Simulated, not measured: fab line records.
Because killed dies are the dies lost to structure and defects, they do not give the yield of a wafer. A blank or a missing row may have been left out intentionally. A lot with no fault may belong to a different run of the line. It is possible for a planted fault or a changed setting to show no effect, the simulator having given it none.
What tool caused it? ; flow rit_cmos ; route of 202 steps, sampled at 1 step: 14 lots, 42 wafers

== WHAT THE GAUGES SHOWED, per wafer ==
Not one reading of a measure or inspect step in the record can be checked against a usual standard deviation.

== TOOL THAT RAN EACH LOT (tool first, then ch and the chambers of the sampled wafers, then the start) ==
lot;RIT_PLDD_IMPLANT_08
L478;implanter-01 ch 0, day 2 20:32
L479;implanter-02 ch 0, day 3 00:40
L480;implanter-03 ch 0, day 3 04:32
L482;implanter-02 ch 0, day 3 16:06
L483;implanter-01 ch 0, day 3 21:30
L484;implanter-03 ch 0, day 4 01:22
L486;implanter-02 ch 0, day 4 12:25
L487;implanter-01 ch 0, day 4 18:55
L488;implanter-02 ch 0, day 5 01:21
L493;implanter-02 ch 0, day 5 22:48
L496;implanter-03 ch 0, day 6 13:24
L498;implanter-03 ch 0, day 6 22:19
L499;implanter-03 ch 0, day 7 05:47
L500;implanter-03 ch 0, day 7 09:59
- RIT_PLDD_IMPLANT_08

== AS READ BY THE TOOLS THEMSELVES (means over the sampled wafers that have a number; for cases with no such wafer, the mark the record gives instead) ==
RIT_PLDD_IMPLANT_08.
lot;tool;beam_energy_keV
L478;implanter-01;20.006
L479;implanter-02;20.001
L480;implanter-03;20.001
L482;implanter-02;19.994
L483;implanter-01;20.001
L484;implanter-03;19.994
L486;implanter-02;19.997
L487;implanter-01;19.996
L488;implanter-02;20.216
L493;implanter-02;20.218
L496;implanter-03;20.006
L498;implanter-03;19.993
L499;implanter-03;20.008
L500;implanter-03;20.002

== THE ANSWER, worked out from the rows above alone ==
Rule: usual is defined by the lots themselves. The widest of any qualifying gaps counts: lots, ordered by their means at a reading, are off when they make up no more than a third of the lots, leave a main group of 4 or more, and stand apart from it by 3 or more times the standard deviation of that group's means. A main group whose means are all the same, to the digits that the tables above print for the reading, isn't used. A lot without any number at a reading at which 4 lots or more have one is off too. Any other lot the step has rows for is counted as sound. First the gauges in route order, then the tools' own readings, where a lot's mean is used as printed above. At the first step where some lot is off, the reading lying furthest off is the one used; lots without a number count as furthest.
Off, at RIT_PLDD_IMPLANT_08 on beam_energy_keV: L488, L493. For the main group the mean is 20.000 and the standard deviation 0.0049.
A tool fits if, at that step or a process step before it, it ran every lot that is off, and no sound lot after the first of them. One fits: implanter-02 at RIT_PLDD_IMPLANT_08. Its last sound lot is L486 (day 4 12:25), its first lot that is off L488 (day 5 01:21): a fault that began between those two fits.
The tool's own readings at RIT_PLDD_IMPLANT_08 bear it out: on the lots that are off they differ by more than 5 times the standard deviation of the sound lots' means. beam_energy_keV reads 20.217 there against 20.000 on the sound lots.

== WHAT THE SIMULATOR HAD INSERTED ==
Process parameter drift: implanter-02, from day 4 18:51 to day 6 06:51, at RIT_PLDD_IMPLANT_08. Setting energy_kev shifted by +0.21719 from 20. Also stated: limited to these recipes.
Shown lots that were struck: L488, L493. The rule above found the same.
